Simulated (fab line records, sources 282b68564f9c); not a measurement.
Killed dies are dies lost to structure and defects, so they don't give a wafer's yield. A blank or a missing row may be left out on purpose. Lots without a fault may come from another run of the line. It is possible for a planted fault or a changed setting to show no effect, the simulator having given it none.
fab line records / flow rit-cmos
[record] lots = 14 wafers = 42 last-day = 7
route steps=202 shown GATE@76 M1@202
lots untouched by any fault: they come from a run of this same line in which no faults occurred
start-h: start of the lot's first displayed wafer, in hours after the record's first day / wait-h: hours since the lot's step before / " same as the row above / L1.1+2: several wafers, shown together as one row / - no value, or no start was given / * or withheld: withheld / < > ~ a bound
route shown NAME@n: a module of which the file shows steps, and the number in the route of the first / usual: mean/standard deviation of fault-free wafers / same: alike in all rows / chamber/n: place in a boat / sites: the reading at each site / _std_site: how widely they spread, as a standard deviation / _edge_site: the outer-site mean with the inner-site mean subtracted / radius-mm: how far each site lies from the wafer's centre / mask NAME#n: copy n / behind: the most recent tool/chamber to have shaped the wafer / hold: why the lot was held/for how many hours/how that ended / device: the n, p or np transistor that did not switch / end of line: tests of these same wafers at the route's end / for a step that has no rows: nothing shown but its recipe / killed: dies that structure and defects cost at the first sort, which is not the same as the wafer's yield / map: a wafer's dies, x killed, . not, _ none there
set.NAME: the setting the step ran with; set.NAME@STEP: the setting that earlier step ran with / model.NAME: the simulator's own value behind a step, which no gauge read
a sample of lots followed through the steps of the route, with each step as a table and each wafer as a row
[[steps]]
[step RIT_GATE_CLEAN_01]
[recipe] chemistry = SC1 mix = 3:3:50 time-s = 600 temp-c = 75
[usual] bath-guard-temp-C = 75.2/0.59 bath-heat-duty-pct = 15.9/1.8
lot.wafer=L208.2 tool=wet-bench-03 chamber=1 start-h=37.37 wait-h=0.0 bath-guard-temp-C=75.5 bath-heat-duty-pct=14.8
lot.wafer=L208.3 tool=wet-bench-03 chamber=1 start-h=37.37 wait-h=0.0 bath-guard-temp-C=75.5 bath-heat-duty-pct=14.2
lot.wafer=L208.4 tool=wet-bench-03 chamber=1 start-h=37.37 wait-h=0.0 bath-guard-temp-C=75.7 bath-heat-duty-pct=13.6
lot.wafer=L209.2 tool=wet-bench-02 chamber=1 start-h=42.41 wait-h=0.0 bath-guard-temp-C=75.2 bath-heat-duty-pct=15.1
lot.wafer=L209.3 tool=wet-bench-02 chamber=1 start-h=42.41 wait-h=0.0 bath-guard-temp-C=75.3 bath-heat-duty-pct=16.7
lot.wafer=L209.4 tool=wet-bench-02 chamber=1 start-h=42.41 wait-h=0.0 bath-guard-temp-C=75.1 bath-heat-duty-pct=15.6
lot.wafer=L212.1 tool=wet-bench-02 chamber=2 start-h=57.78 wait-h=0.0 bath-guard-temp-C=74.8 bath-heat-duty-pct=15.1
lot.wafer=L212.3 tool=wet-bench-02 chamber=2 start-h=57.78 wait-h=0.0 bath-guard-temp-C=74.5 bath-heat-duty-pct=17.0
lot.wafer=L212.6 tool=wet-bench-02 chamber=2 start-h=57.78 wait-h=0.0 bath-guard-temp-C=74.6 bath-heat-duty-pct=14.3
lot.wafer=L213.1 tool=wet-bench-03 chamber=2 start-h=61.84 wait-h=0.0 bath-guard-temp-C=76.1 bath-heat-duty-pct=13.0
lot.wafer=L213.3 tool=wet-bench-03 chamber=2 start-h=61.84 wait-h=0.0 bath-guard-temp-C=76.1 bath-heat-duty-pct=14.7
lot.wafer=L213.6 tool=wet-bench-03 chamber=2 start-h=61.84 wait-h=0.0 bath-guard-temp-C=75.9 bath-heat-duty-pct=14.0
lot.wafer=L214.3 tool=wet-bench-02 chamber=2 start-h=67.18 wait-h=0.0 bath-guard-temp-C=74.7 bath-heat-duty-pct=17.5
lot.wafer=L214.4 tool=wet-bench-02 chamber=2 start-h=67.18 wait-h=0.0 bath-guard-temp-C=74.8 bath-heat-duty-pct=17.1
lot.wafer=L214.6 tool=wet-bench-02 chamber=2 start-h=67.18 wait-h=0.0 bath-guard-temp-C=74.6 bath-heat-duty-pct=16.7
lot.wafer=L216.3 tool=wet-bench-04 chamber=0 start-h=76.94 wait-h=0.0 bath-guard-temp-C=74.5 bath-heat-duty-pct=19.6
lot.wafer=L216.4 tool=wet-bench-04 chamber=0 start-h=76.94 wait-h=0.0 bath-guard-temp-C=74.7 bath-heat-duty-pct=18.1
lot.wafer=L216.5 tool=wet-bench-04 chamber=0 start-h=76.94 wait-h=0.0 bath-guard-temp-C=74.1 bath-heat-duty-pct=18.8
lot.wafer=L217.2 tool=wet-bench-03 chamber=3 start-h=80.95 wait-h=0.0 bath-guard-temp-C=75.3 bath-heat-duty-pct=17.7
lot.wafer=L217.4 tool=wet-bench-03 chamber=3 start-h=80.95 wait-h=0.0 bath-guard-temp-C=75.3 bath-heat-duty-pct=16.5
lot.wafer=L217.5 tool=wet-bench-03 chamber=3 start-h=80.95 wait-h=0.0 bath-guard-temp-C=75.5 bath-heat-duty-pct=16.9
lot.wafer=L218.1 tool=wet-bench-04 chamber=3 start-h=86.23 wait-h=0.0 bath-guard-temp-C=74.9 bath-heat-duty-pct=14.5
lot.wafer=L218.3 tool=wet-bench-04 chamber=3 start-h=86.23 wait-h=0.0 bath-guard-temp-C=75.1 bath-heat-duty-pct=15.5
lot.wafer=L218.4 tool=wet-bench-04 chamber=3 start-h=86.23 wait-h=0.0 bath-guard-temp-C=75.2 bath-heat-duty-pct=16.3
lot.wafer=L219.1 tool=wet-bench-03 chamber=3 start-h=91.43 wait-h=0.0 bath-guard-temp-C=74.9 bath-heat-duty-pct=16.8
lot.wafer=L219.3 tool=wet-bench-03 chamber=3 start-h=91.43 wait-h=0.0 bath-guard-temp-C=75.3 bath-heat-duty-pct=17.4
lot.wafer=L219.6 tool=wet-bench-03 chamber=3 start-h=91.43 wait-h=0.0 bath-guard-temp-C=75.5 bath-heat-duty-pct=17.6
lot.wafer=L223.4 tool=wet-bench-03 chamber=2 start-h=113.48 wait-h=0.0 bath-guard-temp-C=- bath-heat-duty-pct=-
lot.wafer=L223.5 tool=wet-bench-03 chamber=2 start-h=113.48 wait-h=0.0 bath-guard-temp-C=- bath-heat-duty-pct=-
lot.wafer=L223.6 tool=wet-bench-03 chamber=2 start-h=113.48 wait-h=0.0 bath-guard-temp-C=- bath-heat-duty-pct=-
lot.wafer=L224.1 tool=wet-bench-03 chamber=2 start-h=117.08 wait-h=0.0 bath-guard-temp-C=- bath-heat-duty-pct=-
lot.wafer=L224.2 tool=wet-bench-03 chamber=2 start-h=117.08 wait-h=0.0 bath-guard-temp-C=- bath-heat-duty-pct=-
lot.wafer=L224.5 tool=wet-bench-03 chamber=2 start-h=117.08 wait-h=0.0 bath-guard-temp-C=- bath-heat-duty-pct=-
lot.wafer=L227.4 tool=wet-bench-02 chamber=0 start-h=133.76 wait-h=0.0 bath-guard-temp-C=75.6 bath-heat-duty-pct=14.0
lot.wafer=L227.5 tool=wet-bench-02 chamber=0 start-h=133.76 wait-h=0.0 bath-guard-temp-C=75.8 bath-heat-duty-pct=15.5
lot.wafer=L227.6 tool=wet-bench-02 chamber=0 start-h=133.76 wait-h=0.0 bath-guard-temp-C=75.7 bath-heat-duty-pct=14.5
lot.wafer=L229.1 tool=wet-bench-02 chamber=2 start-h=141.20 wait-h=0.0 bath-guard-temp-C=74.7 bath-heat-duty-pct=15.6
lot.wafer=L229.4 tool=wet-bench-02 chamber=2 start-h=141.20 wait-h=0.0 bath-guard-temp-C=74.7 bath-heat-duty-pct=15.0
lot.wafer=L229.5 tool=wet-bench-02 chamber=2 start-h=141.20 wait-h=0.0 bath-guard-temp-C=74.8 bath-heat-duty-pct=14.8
lot.wafer=L230.2 tool=wet-bench-03 chamber=1 start-h=146.41 wait-h=0.0 bath-guard-temp-C=75.6 bath-heat-duty-pct=14.4
lot.wafer=L230.3 tool=wet-bench-03 chamber=1 start-h=146.41 wait-h=0.0 bath-guard-temp-C=75.8 bath-heat-duty-pct=15.3
lot.wafer=L230.5 tool=wet-bench-03 chamber=1 start-h=146.41 wait-h=0.0 bath-guard-temp-C=75.9 bath-heat-duty-pct=14.3
[step RIT_M1_PROBE_99]
[usual] killed-at-front-end = 7/3 killed-dies = 7/3 killed-open = 3.5/2 killed-short = 3.6/2.1
[same] gross-dies = 264 killed_at_M0_to_M3 = 0 killed_at_M4_up = 0 killed-at-back-side = 0 killed-at-contacts = 0 killed-at-other = 0
lot.wafer=L208.2 tool=prober-02 chamber=- start-h=62.58 wait-h=0.1 killed-at-front-end=5 killed-dies=5 killed-open=2 killed-short=3
lot.wafer=L208.3 tool=prober-02 chamber=- start-h=62.63 wait-h=0.2 killed-at-front-end=7 killed-dies=7 killed-open=4 killed-short=3
lot.wafer=L208.4 tool=prober-02 chamber=- start-h=62.68 wait-h=0.2 killed-at-front-end=5 killed-dies=5 killed-open=3 killed-short=2
lot.wafer=L209.2 tool=prober-01 chamber=- start-h=68.52 wait-h=0.1 killed-at-front-end=11 killed-dies=11 killed-open=5 killed-short=6
lot.wafer=L209.3 tool=prober-01 chamber=- start-h=68.57 wait-h=0.2 killed-at-front-end=9 killed-dies=9 killed-open=4 killed-short=5
lot.wafer=L209.4 tool=prober-01 chamber=- start-h=68.62 wait-h=0.2 killed-at-front-end=8 killed-dies=8 killed-open=7 killed-short=1
lot.wafer=L212.1 tool=prober-02 chamber=- start-h=83.44 wait-h=0.1 killed-at-front-end=7 killed-dies=7 killed-open=4 killed-short=3
lot.wafer=L212.3 tool=prober-02 chamber=- start-h=83.54 wait-h=0.2 killed-at-front-end=7 killed-dies=7 killed-open=3 killed-short=4
lot.wafer=L212.6 tool=prober-02 chamber=- start-h=83.69 wait-h=0.2 killed-at-front-end=3 killed-dies=3 killed-open=0 killed-short=3
lot.wafer=L213.1 tool=prober-01 chamber=- start-h=86.29 wait-h=0.1 killed-at-front-end=5 killed-dies=5 killed-open=0 killed-short=5
lot.wafer=L213.3 tool=prober-01 chamber=- start-h=86.39 wait-h=0.2 killed-at-front-end=5 killed-dies=5 killed-open=2 killed-short=3
lot.wafer=L213.6 tool=prober-01 chamber=- start-h=86.54 wait-h=0.2 killed-at-front-end=9 killed-dies=9 killed-open=5 killed-short=4
lot.wafer=L214.3 tool=prober-02 chamber=- start-h=92.84 wait-h=0.2 killed-at-front-end=5 killed-dies=5 killed-open=2 killed-short=3
lot.wafer=L214.4 tool=prober-02 chamber=- start-h=92.89 wait-h=0.2 killed-at-front-end=6 killed-dies=6 killed-open=3 killed-short=3
lot.wafer=L214.6 tool=prober-02 chamber=- start-h=92.99 wait-h=0.2 killed-at-front-end=9 killed-dies=9 killed-open=4 killed-short=5
lot.wafer=L216.3 tool=prober-02 chamber=- start-h=104.23 wait-h=0.2 killed-at-front-end=2 killed-dies=2 killed-open=1 killed-short=1
lot.wafer=L216.4 tool=prober-02 chamber=- start-h=104.28 wait-h=0.2 killed-at-front-end=12 killed-dies=12 killed-open=6 killed-short=6
lot.wafer=L216.5 tool=prober-02 chamber=- start-h=104.33 wait-h=0.2 killed-at-front-end=5 killed-dies=5 killed-open=3 killed-short=2
lot.wafer=L217.2 tool=prober-01 chamber=- start-h=108.19 wait-h=0.1 killed-at-front-end=5 killed-dies=5 killed-open=3 killed-short=2
lot.wafer=L217.4 tool=prober-01 chamber=- start-h=108.29 wait-h=0.2 killed-at-front-end=12 killed-dies=12 killed-open=7 killed-short=5
lot.wafer=L217.5 tool=prober-01 chamber=- start-h=108.34 wait-h=0.2 killed-at-front-end=4 killed-dies=4 killed-open=2 killed-short=2
lot.wafer=L218.1 tool=prober-02 chamber=- start-h=113.75 wait-h=0.1 killed-at-front-end=13 killed-dies=13 killed-open=4 killed-short=9
lot.wafer=L218.3 tool=prober-02 chamber=- start-h=113.85 wait-h=0.2 killed-at-front-end=4 killed-dies=4 killed-open=1 killed-short=3
lot.wafer=L218.4 tool=prober-02 chamber=- start-h=113.90 wait-h=0.2 killed-at-front-end=4 killed-dies=4 killed-open=1 killed-short=3
lot.wafer=L219.1 tool=prober-01 chamber=- start-h=118.89 wait-h=0.1 killed-at-front-end=4 killed-dies=4 killed-open=3 killed-short=1
lot.wafer=L219.3 tool=prober-01 chamber=- start-h=118.99 wait-h=0.2 killed-at-front-end=6 killed-dies=6 killed-open=3 killed-short=3
lot.wafer=L219.6 tool=prober-01 chamber=- start-h=119.14 wait-h=0.2 killed-at-front-end=11 killed-dies=11 killed-open=6 killed-short=5
lot.wafer=L223.4 tool=prober-01 chamber=- start-h=139.37 wait-h=0.2 killed-at-front-end=3 killed-dies=3 killed-open=3 killed-short=0
lot.wafer=L223.5 tool=prober-01 chamber=- start-h=139.42 wait-h=0.2 killed-at-front-end=5 killed-dies=5 killed-open=4 killed-short=1
lot.wafer=L223.6 tool=prober-01 chamber=- start-h=139.47 wait-h=0.2 killed-at-front-end=5 killed-dies=5 killed-open=2 killed-short=3
lot.wafer=L224.1 tool=prober-02 chamber=- start-h=141.73 wait-h=0.1 killed-at-front-end=10 killed-dies=10 killed-open=5 killed-short=5
lot.wafer=L224.2 tool=prober-02 chamber=- start-h=141.78 wait-h=0.1 killed-at-front-end=6 killed-dies=6 killed-open=3 killed-short=3
lot.wafer=L224.5 tool=prober-02 chamber=- start-h=141.93 wait-h=0.2 killed-at-front-end=3 killed-dies=3 killed-open=2 killed-short=1
lot.wafer=L227.4 tool=prober-02 chamber=- start-h=161.58 wait-h=0.2 killed-at-front-end=14 killed-dies=14 killed-open=6 killed-short=8
lot.wafer=L227.5 tool=prober-02 chamber=- start-h=161.63 wait-h=0.2 killed-at-front-end=4 killed-dies=4 killed-open=2 killed-short=2
lot.wafer=L227.6 tool=prober-02 chamber=- start-h=161.68 wait-h=0.2 killed-at-front-end=11 killed-dies=11 killed-open=6 killed-short=5
lot.wafer=L229.1 tool=prober-02 chamber=- start-h=168.94 wait-h=0.1 killed-at-front-end=5 killed-dies=5 killed-open=3 killed-short=2
lot.wafer=L229.4 tool=prober-02 chamber=- start-h=169.09 wait-h=0.2 killed-at-front-end=11 killed-dies=11 killed-open=6 killed-short=5
lot.wafer=L229.5 tool=prober-02 chamber=- start-h=169.14 wait-h=0.2 killed-at-front-end=3 killed-dies=3 killed-open=1 killed-short=2
lot.wafer=L230.2 tool=prober-01 chamber=- start-h=174.07 wait-h=0.1 killed-at-front-end=8 killed-dies=8 killed-open=7 killed-short=1
lot.wafer=L230.3 tool=prober-01 chamber=- start-h=174.12 wait-h=0.2 killed-at-front-end=8 killed-dies=8 killed-open=4 killed-short=4
lot.wafer=L230.5 tool=prober-01 chamber=- start-h=174.22 wait-h=0.2 killed-at-front-end=10 killed-dies=10 killed-open=4 killed-short=6
// killed by level:class
L208.2 SILICIDE:geometric-particle:short=2 GATE:geometric-particle:short=1 GATE:geometric-particle:open=1 REOX:geometric-particle:open=1
L208.3 FOX2:geometric-particle:short=3 REOX:geometric-particle:open=2 FOX1:geometric-particle:open=1 GATE:geometric-particle:open=1
L208.4 GATE:geometric-particle:short=2 GATE:geometric-particle:open=2 SILICIDE:geometric-particle:open=1
L209.2 GATE:geometric-particle:short=4 FOX1:geometric-particle:short=2 GATE:geometric-particle:open=2 FOX1:geometric-particle:open=1 REOX:geometric-particle:open=1 SILICIDE:geometric-particle:open=1
L209.3 GATE:geometric-particle:open=3 FOX2:geometric-particle:short=2 GATE:geometric-particle:short=2 FOX1:geometric-particle:short=1 REOX:geometric-particle:open=1
L209.4 GATE:geometric-particle:open=4 FOX1:geometric-particle:open=1 SPACER:geometric-particle:open=1 GATE:geometric-particle:short=1 REOX:geometric-particle:open=1
L212.1 GATE:geometric-particle:short=2 FOX2:geometric-particle:open=1 GATE:geometric-particle:open=1 REOX:geometric-particle:short=1 REOX:geometric-particle:open=1 SPACER:geometric-particle:open=1
L212.3 REOX:geometric-particle:short=4 REOX:geometric-particle:open=2 FOX1:geometric-particle:open=1
L212.6 GATE:geometric-particle:short=2 SPACER:geometric-particle:short=1
L213.1 SILICIDE:geometric-particle:short=3 REOX:geometric-particle:short=2
L213.3 FOX1:geometric-particle:short=2 GATE:geometric-particle:open=1 REOX:geometric-particle:open=1 SILICIDE:geometric-particle:short=1
L213.6 SPACER:geometric-particle:open=3 FOX1:geometric-particle:short=1 GATE:geometric-particle:short=1 GATE:geometric-particle:open=1 REOX:geometric-particle:open=1 REOX:geometric-particle:short=1 SILICIDE:geometric-particle:short=1
L214.3 FOX1:geometric-particle:short=1 FOX2:geometric-particle:open=1 GATE:geometric-particle:short=1 REOX:geometric-particle:open=1 SPACER:geometric-particle:short=1
L214.4 FOX1:geometric-particle:open=2 FOX1:geometric-particle:short=1 FOX2:geometric-particle:short=1 GATE:geometric-particle:open=1 SPACER:geometric-particle:short=1
L214.6 FOX1:geometric-particle:short=2 SPACER:geometric-particle:open=2 FOX1:geometric-particle:open=1 REOX:geometric-particle:short=1 SPACER:geometric-particle:short=1 SILICIDE:geometric-particle:open=1 SILICIDE:geometric-particle:short=1
L216.3 GATE:geometric-particle:short=1 GATE:geometric-particle:open=1
L216.4 GATE:geometric-particle:short=3 REOX:geometric-particle:short=3 GATE:geometric-particle:open=2 SILICIDE:geometric-particle:open=2 FOX2:geometric-particle:open=1 SPACER:geometric-particle:open=1
L216.5 SPACER:geometric-particle:open=2 SILICIDE:geometric-particle:short=2 GATE:geometric-particle:open=1
L217.2 GATE:geometric-particle:short=2 GATE:geometric-particle:open=1 REOX:geometric-particle:open=1 SPACER:geometric-particle:open=1
L217.4 GATE:geometric-particle:open=4 GATE:geometric-particle:short=3 FOX1:geometric-particle:short=2 SILICIDE:geometric-particle:open=2 SPACER:geometric-particle:open=1
L217.5 GATE:geometric-particle:open=2 GATE:geometric-particle:short=1 SPACER:geometric-particle:short=1
L218.1 GATE:geometric-particle:short=4 GATE:geometric-particle:open=3 FOX1:geometric-particle:short=1 FOX2:geometric-particle:open=1 FOX2:geometric-particle:short=1 REOX:geometric-particle:short=1 SPACER:geometric-particle:short=1 SILICIDE:geometric-particle:short=1
L218.3 GATE:geometric-particle:short=2 REOX:geometric-particle:open=1 SPACER:geometric-particle:short=1
L218.4 REOX:geometric-particle:short=2 GATE:geometric-particle:short=1 GATE:geometric-particle:open=1
L219.1 SILICIDE:geometric-particle:open=2 FOX2:geometric-particle:open=1 SILICIDE:geometric-particle:short=1
L219.3 GATE:geometric-particle:short=1 GATE:geometric-particle:open=1 SPACER:geometric-particle:short=1 SPACER:geometric-particle:open=1 SILICIDE:geometric-particle:short=1 SILICIDE:geometric-particle:open=1
L219.6 GATE:geometric-particle:open=4 GATE:geometric-particle:short=3 FOX1:geometric-particle:open=2 FOX1:geometric-particle:short=1 FOX2:geometric-particle:short=1
L223.4 REOX:geometric-particle:open=2 FOX1:geometric-particle:open=1
L223.5 GATE:geometric-particle:open=2 REOX:geometric-particle:short=1 REOX:geometric-particle:open=1 SILICIDE:geometric-particle:open=1
L223.6 FOX1:geometric-particle:open=1 GATE:geometric-particle:open=1 GATE:geometric-particle:short=1 REOX:geometric-particle:short=1 SILICIDE:geometric-particle:short=1
L224.1 SPACER:geometric-particle:open=3 FOX1:geometric-particle:short=2 GATE:geometric-particle:open=2 GATE:geometric-particle:short=1 REOX:geometric-particle:short=1 SPACER:geometric-particle:short=1
L224.2 GATE:geometric-particle:short=2 FOX1:geometric-particle:short=1 FOX2:geometric-particle:open=1 GATE:geometric-particle:open=1 SILICIDE:geometric-particle:open=1
L224.5 FOX1:geometric-particle:open=1 GATE:geometric-particle:open=1 SPACER:geometric-particle:short=1
L227.4 GATE:geometric-particle:short=4 SILICIDE:geometric-particle:open=3 FOX1:geometric-particle:open=2 FOX2:geometric-particle:short=2 FOX1:geometric-particle:short=1 GATE:geometric-particle:open=1 REOX:geometric-particle:short=1
L227.5 FOX1:geometric-particle:short=1 GATE:geometric-particle:short=1 GATE:geometric-particle:open=1 SILICIDE:geometric-particle:open=1
L227.6 SPACER:geometric-particle:short=4 FOX1:geometric-particle:open=2 GATE:geometric-particle:open=2 SPACER:geometric-particle:open=2 GATE:geometric-particle:short=1
L229.1 ACTIVE:geometric-particle:open=1 FOX1:geometric-particle:open=1 REOX:geometric-particle:open=1 REOX:geometric-particle:short=1 SILICIDE:geometric-particle:short=1
L229.4 GATE:geometric-particle:short=2 REOX:geometric-particle:short=2 SPACER:geometric-particle:open=2 SILICIDE:geometric-particle:open=2 FOX2:geometric-particle:open=1 GATE:geometric-particle:open=1 SILICIDE:geometric-particle:short=1
L229.5 REOX:geometric-particle:short=1 REOX:geometric-particle:open=1 SPACER:geometric-particle:short=1
L230.2 GATE:geometric-particle:open=3 FOX2:geometric-particle:open=1 REOX:geometric-particle:open=1 REOX:geometric-particle:short=1 SPACER:geometric-particle:open=1 SILICIDE:geometric-particle:open=1
L230.3 FOX1:geometric-particle:open=2 GATE:geometric-particle:open=2 GATE:geometric-particle:short=2 FOX1:geometric-particle:short=1 SILICIDE:geometric-particle:short=1
L230.5 FOX1:geometric-particle:short=2 FOX1:geometric-particle:open=2 SILICIDE:geometric-particle:short=2 GATE:geometric-particle:short=1 GATE:geometric-particle:open=1 SPACER:geometric-particle:short=1 SPACER:geometric-particle:open=1
[[key]]
[first-sign] step = RIT_GATE_CLEAN_01 reading = tool-record direction = missing
effect none on later readings
met-at RIT_GATE_CLEAN_01
struck-lots L223,L224
tester-left-out L223,L224
onset-between 91.43 113.48
[fault] kind = skipped-step-whole tool = wet-bench-03 chamber = - onset-h = 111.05 steps = RIT_GATE_CLEAN_01 scope = struck-lots-only
// tester-left-out: of these lots the tester's yield and bins aren't shown, on N5 and GAA mostly nor the transistor test; their killed dies are dies lost to structure and defects alone, not to doping, threshold or leakage, so they don't give the yield
